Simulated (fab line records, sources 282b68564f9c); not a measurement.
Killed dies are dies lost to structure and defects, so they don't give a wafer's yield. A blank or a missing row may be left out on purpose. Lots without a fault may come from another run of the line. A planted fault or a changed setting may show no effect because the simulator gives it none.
One fault seen from 2 desks | flow rit_cmos | each desk has only its own numbers; what lay behind them comes last

THE TOOL OWNER'S DESK: pvd_sputter-03
The tool's own readings at RIT_SILICIDE_SPUTTER_01 (material Ti, target thk 30 nm, time 240 s): means of the sampled wafers that have a number, for each lot that ran on this tool. A lot is out of limits, marked OUT, if its mean lies more than 4 standard deviations from the usual mean; the brackets give that distance.
Columns: A = cathode_dc_power_W at RIT_SILICIDE_SPUTTER_01, usual 350.00 W; B = throttle_valve_pct at RIT_SILICIDE_SPUTTER_01, usual 30.0 %
lot  | first seen here | A      | B
L831 | day 3 03:20     | 349.95 | 30.6
L844 | day 5 19:46     | 350.05 | 30.5
L852 | day 7 11:29     | 350.01 | 30.3
This desk's finding: nothing out of limits on any of the 3 lots.

THE METROLOGY DESK
What the gauges read, lot by lot, whatever tool the lot ran on: means of the sampled wafers that have a number. A lot is out of limits, marked OUT, if its mean lies more than 4 standard deviations from the usual mean; the brackets give that distance.
Columns: A = SILICIDE_TI_RS at RIT_SILICIDE_RS_MEAS_02, usual 47.8 ohm/sq; B = SILICIDE_TI_THK at RIT_SILICIDE_THK_MEAS_03, usual 30.0 nm; C = cd_nm at RIT_M1_CD_MEAS_09, usual 2600.5 nm
lot  | first seen here | A    | B    | C
L831 | day 3 03:31     | 49.1 | 29.7 | 2600.9
L832 | day 3 08:32     | 48.5 | 29.7 | 2600.5
L836 | day 4 03:37     | 48.3 | 29.9 | 2600.6
L837 | day 4 08:11     | 48.7 | 29.7 | 2600.8
L838 | day 4 14:19     | 46.6 | 30.8 | 2601.7
L839 | day 4 18:56     | 49.0 | 29.5 | 2602.7
L840 | day 5 00:23     | 46.9 | 30.6 | 2599.6
L841 | day 5 04:11     | 47.4 | 30.4 | 2601.2
L842 | day 5 10:09     | 47.6 | 30.1 | 2600.2
L844 | day 5 19:56     | 47.7 | 30.2 | 2603.3
L847 | day 6 09:46     | 46.8 | 30.4 | 2598.9
L852 | day 7 11:38     | 51.5 | 28.3 | 2597.4
L853 | day 7 15:45     | 48.9 | 29.5 | 2599.8
This desk's finding: nothing out of limits on any of the 13 lots.

PUT TOGETHER
The tool owner's desk saw nothing out of limits.
The metrology desk saw nothing out of limits.

WHAT THE SIMULATOR HAD PUT IN
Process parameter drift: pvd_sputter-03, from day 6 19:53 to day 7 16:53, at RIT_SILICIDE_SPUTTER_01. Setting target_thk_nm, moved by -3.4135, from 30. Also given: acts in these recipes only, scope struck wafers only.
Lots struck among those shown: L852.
